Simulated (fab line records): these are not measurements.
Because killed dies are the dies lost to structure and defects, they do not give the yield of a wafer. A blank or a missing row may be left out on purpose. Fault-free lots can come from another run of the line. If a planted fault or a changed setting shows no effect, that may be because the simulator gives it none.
The tool behind it: which one? | flow rit-cmos | 13 lots with 39 wafers sampled at 6 steps, on a route of 202 steps

## WHAT THE GAUGES SHOWED, per wafer
RIT_NSD_TW_MEAS_10. Usual: for NSD_TW the level is 3129 and the standard deviation is 21.
lot  | measured    | on            | NSD_TW         | flag
L871 | day 3 06:25 | film-metro-01 | 3134 3123 3112 |
L872 | day 3 07:44 | film-metro-01 | 3110 3121 3120 |
L873 | day 3 14:23 | film-metro-03 | 3111 3105 3090 |
L874 | day 3 16:46 | film-metro-04 | 3160 3180 3163 |
L875 | day 3 23:41 | film-metro-04 | 3143 3161 3163 |
L877 | day 4 12:08 | film-metro-04 | 3148 3124 3141 |
L878 | day 4 17:37 | film-metro-04 | 3125 3126 3152 |
L879 | day 5 00:13 | film-metro-01 | 3147 3127 3129 |
L880 | day 5 02:52 | film-metro-04 | 3150 3152 3135 |
L888 | day 6 16:27 | film-metro-01 | 3111 3123 3120 |
L890 | day 7 01:28 | film-metro-01 | 3121 3150 3126 |
L893 | day 8 04:56 | film-metro-03 | 3095 3096 3091 |
L894 | day 8 09:59 | film-metro-03 | 3085 3100 3084 |

RIT_PSD_OVL_MEAS_06. Usual: for PSD_OVL the level is 0.0 nm and the standard deviation is 1.5.
lot  | measured    | on         | PSD_OVL (nm)   | flag
L871 | day 3 07:19 | overlay-01 | 2.8 2.1 2.8    |
L872 | day 3 08:38 | overlay-01 | -1.3 -1.3 0.3  |
L873 | day 3 15:16 | overlay-02 | 2.2 2.8 1.6    |
L874 | day 3 17:51 | overlay-02 | 0.0 -0.4 -0.5  |
L875 | day 4 00:43 | overlay-02 | 1.1 -0.5 0.5   |
L877 | day 4 13:10 | overlay-01 | -1.4 -1.4 -0.9 |
L878 | day 4 18:39 | overlay-01 | 1.6 0.9 1.9    |
L879 | day 5 01:14 | overlay-01 | -0.7 -0.4 -0.1 |
L880 | day 5 03:54 | overlay-02 | 1.9 0.4 1.5    |
L888 | day 6 17:22 | overlay-01 | -0.8 -1.7 -2.2 |
L890 | day 7 02:31 | overlay-02 | 0.0 -0.9 -0.4  |
L893 | day 8 05:58 | overlay-01 | -0.2 -1.4 -0.9 |
L894 | day 8 10:53 | overlay-01 | -0.2 -1.9 -2.0 |

RIT_SILICIDE_RS_MEAS_02: a four-point-probe measurement. Usual: for SILICIDE_TI_RS the level is 47.8 ohm/sq and the standard deviation is 0.48.
lot  | measured    | on            | SILICIDE_TI_RS (ohm/sq) | flag
L871 | day 3 08:58 | film-metro-02 | 47.7 47.0 47.2          |
L872 | day 3 10:18 | film-metro-02 | 48.3 48.7 48.5          |
L873 | day 3 16:57 | film-metro-02 | 47.8 47.7 47.7          |
L874 | day 3 19:29 | film-metro-02 | 47.5 46.8 47.6          |
L875 | day 4 02:23 | film-metro-01 | 47.8 47.7 47.4          |
L877 | day 4 14:49 | film-metro-01 | 47.2 47.6 47.3          |
L878 | day 4 20:19 | film-metro-03 | 47.7 47.9 47.9          |
L879 | day 5 02:55 | film-metro-03 | 47.8 48.7 44.9          |
L880 | day 5 05:41 | film-metro-03 | 47.9 47.6 48.0          |
L888 | day 6 19:00 | film-metro-03 | 48.0 47.5 47.9          |
L890 | day 7 04:09 | film-metro-03 | 47.9 48.6 48.2          |
L893 | day 8 07:49 | film-metro-03 | 48.8 47.7 47.6          |
L894 | day 8 12:32 | film-metro-02 | 48.4 47.0 47.3          |

RIT_SILICIDE_THK_MEAS_03: measures by xrf. Usual: for SILICIDE_TI_THK the level is 30.27 nm and the standard deviation is 0.29.
lot  | measured    | on            | SILICIDE_TI_THK (nm) | flag
L871 | day 3 09:05 | film-metro-02 | 30.44 30.91 30.81    |
L872 | day 3 10:25 | film-metro-02 | 30.30 29.83 29.90    |
L873 | day 3 17:02 | film-metro-02 | 30.57 30.45 30.46    |
L874 | day 3 19:36 | film-metro-02 | 30.63 30.86 30.58    |
L875 | day 4 02:31 | film-metro-01 | 29.84 30.22 30.13    |
L877 | day 4 14:56 | film-metro-01 | 30.41 29.96 30.36    |
L878 | day 4 20:26 | film-metro-03 | 30.46 30.23 30.29    |
L879 | day 5 03:00 | film-metro-03 | 30.32 29.89 31.96    |
L880 | day 5 05:47 | film-metro-03 | 30.15 30.47 30.10    |
L888 | day 6 19:07 | film-metro-03 | 30.41 30.56 30.21    |
L890 | day 7 04:16 | film-metro-03 | 30.01 29.84 30.10    |
L893 | day 8 07:56 | film-metro-03 | 29.76 30.18 30.33    |
L894 | day 8 12:40 | film-metro-02 | 30.03 30.53 30.42    |

## TOOL THAT RAN EACH LOT (tool first, then ch and the chambers of the sampled wafers, then the start)
lot  | RIT_NSD_STRIP_09                    | RIT_SILICIDE_SPUTTER_01
L871 | plasma-asher-03 ch 0,1, day 3 06:14 | pvd-sputter-01, day 3 08:49
L872 | plasma-asher-03 ch 0,1, day 3 07:33 | pvd-sputter-03, day 3 10:08
L873 | plasma-asher-03 ch 0,1, day 3 14:14 | pvd-sputter-01, day 3 16:44
L874 | plasma-asher-01 ch 0,1, day 3 16:35 | pvd-sputter-03, day 3 19:20
L875 | plasma-asher-01 ch 0,1, day 3 23:30 | pvd-sputter-01, day 4 02:14
L877 | plasma-asher-01 ch 1, day 4 11:58   | pvd-sputter-01, day 4 14:40
L878 | plasma-asher-04 ch 0,1, day 4 17:26 | pvd-sputter-04, day 4 20:10
L879 | plasma-asher-03 ch 0,1, day 5 00:04 | pvd-sputter-01, day 5 02:42
L880 | plasma-asher-01 ch 0,1, day 5 02:44 | pvd-sputter-03, day 5 05:30
L888 | plasma-asher-04 ch 0,1, day 6 16:17 | pvd-sputter-04, day 6 18:51
L890 | plasma-asher-01 ch 0,1, day 7 01:18 | pvd-sputter-03, day 7 04:00
L893 | plasma-asher-01 ch 0,1, day 8 04:46 | pvd-sputter-03, day 8 07:40
L894 | plasma-asher-01 ch 0,1, day 8 09:49 | pvd-sputter-01, day 8 12:23
- RIT_NSD_STRIP_09: strips in O2, time 180 s.
- RIT_SILICIDE_SPUTTER_01: material Ti, target thk 30 nm, time 240 s.

## AS READ BY THE TOOLS THEMSELVES (means over the sampled wafers that have a number; for cases with no such wafer, the mark the record gives instead)
RIT_NSD_STRIP_09. Usual: drypump-motor-current-A 5.7 A, standard deviation 0.37.
lot  | tool            | drypump-motor-current-A (A) | flag
L871 | plasma-asher-03 | 5.7                         |
L872 | plasma-asher-03 | 5.7                         |
L873 | plasma-asher-03 | 5.5                         |
L874 | plasma-asher-01 | 5.9                         |
L875 | plasma-asher-01 | 5.8                         |
L877 | plasma-asher-01 | 6.1                         |
L878 | plasma-asher-04 | 5.3                         |
L879 | plasma-asher-03 | 5.5                         |
L880 | plasma-asher-01 | 5.9                         |
L888 | plasma-asher-04 | 5.5                         |
L890 | plasma-asher-01 | 5.8                         |
L893 | plasma-asher-01 | 5.8                         |
L894 | plasma-asher-01 | 5.9                         |

RIT_SILICIDE_SPUTTER_01. Usual: throttle-valve-pct 30.0 %, standard deviation 0.62.
lot  | tool           | throttle-valve-pct (%) | flag
L871 | pvd-sputter-01 | 29.8                   |
L872 | pvd-sputter-03 | 30.8                   |
L873 | pvd-sputter-01 | 30.2                   |
L874 | pvd-sputter-03 | 29.5                   |
L875 | pvd-sputter-01 | 29.7                   |
L877 | pvd-sputter-01 | 29.8                   |
L878 | pvd-sputter-04 | 30.7                   |
L879 | pvd-sputter-01 | 29.5                   |
L880 | pvd-sputter-03 | 29.8                   |
L888 | pvd-sputter-04 | 29.9                   |
L890 | pvd-sputter-03 | 30.0                   |
L893 | pvd-sputter-03 | 30.6                   |
L894 | pvd-sputter-01 | 29.9                   |

## THE ANSWER, worked out from the rows above alone
Rule: lot off if the mean of its wafers having a number is beyond 3 standard deviations from the usual mean. Also off: a lot with no number at a reading for which 4 or more lots have one. Any other lot the step has rows for is counted as sound. After the gauges, taken in route order, come the tools' own readings; for these a lot's mean is taken, as printed above. The first step at which some lot is off is used, and at that step the reading that is off furthest; a lot without a number counts as furthest.
No lot is off on any of the readings shown, so nothing can be concluded from this.

## WHAT WAS PUT IN BY THE SIMULATOR
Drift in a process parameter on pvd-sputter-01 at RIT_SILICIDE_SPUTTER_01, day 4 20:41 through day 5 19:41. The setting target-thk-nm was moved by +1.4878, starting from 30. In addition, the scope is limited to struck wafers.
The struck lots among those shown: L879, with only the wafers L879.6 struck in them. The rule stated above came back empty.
